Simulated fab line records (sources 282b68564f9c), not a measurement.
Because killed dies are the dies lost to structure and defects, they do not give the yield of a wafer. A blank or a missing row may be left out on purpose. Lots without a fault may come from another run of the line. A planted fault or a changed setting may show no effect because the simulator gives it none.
The tool behind it: which one?    flow rit-cmos    6 lots (18 wafers sampled), 1 step of a 202-step route

## WHAT THE GAUGES READ, wafer by wafer
RIT_GATE_OVL_MEAS_17.
lot   measured     on          GATE_OVL (nm)
L228  day 2 21:50  overlay-02  1.7 1.4 0.9
L232  day 3 21:08  overlay-02  -0.7 -0.8 1.2
L235  day 4 10:40  overlay-02  -1.1 -0.1 -1.3
L239  day 5 05:11  overlay-02  -1.9 -1.8 -2.4
L247  day 6 21:20  overlay-01  -2.3 0.8 -2.5
L249  day 7 10:43  overlay-02  0.1 2.0 0.4

## EACH LOT AND THE TOOL THAT RAN IT (in order: tool; ch and the chambers of the sampled wafers; start)
The record shows no process step preceding these readings.

## THE ANSWER, worked out from the rows above alone
Rule: usual is defined by the lots themselves. The widest of any qualifying gaps counts: lots, ordered by their means at a reading, are off when they make up no more than a third of the lots, leave a main group of 4 or more, and stand apart from it by 3 or more times the standard deviation of that group's means. The tables above print the reading to a certain number of digits; a main group whose means all agree to those digits is not used. Also off: a lot with no number at a reading for which 4 or more lots have one. All remaining lots with rows at the step are treated as sound.
No lot is off on any of the readings shown, so nothing can be concluded from this.

## WHAT THE SIMULATOR HAD INSERTED
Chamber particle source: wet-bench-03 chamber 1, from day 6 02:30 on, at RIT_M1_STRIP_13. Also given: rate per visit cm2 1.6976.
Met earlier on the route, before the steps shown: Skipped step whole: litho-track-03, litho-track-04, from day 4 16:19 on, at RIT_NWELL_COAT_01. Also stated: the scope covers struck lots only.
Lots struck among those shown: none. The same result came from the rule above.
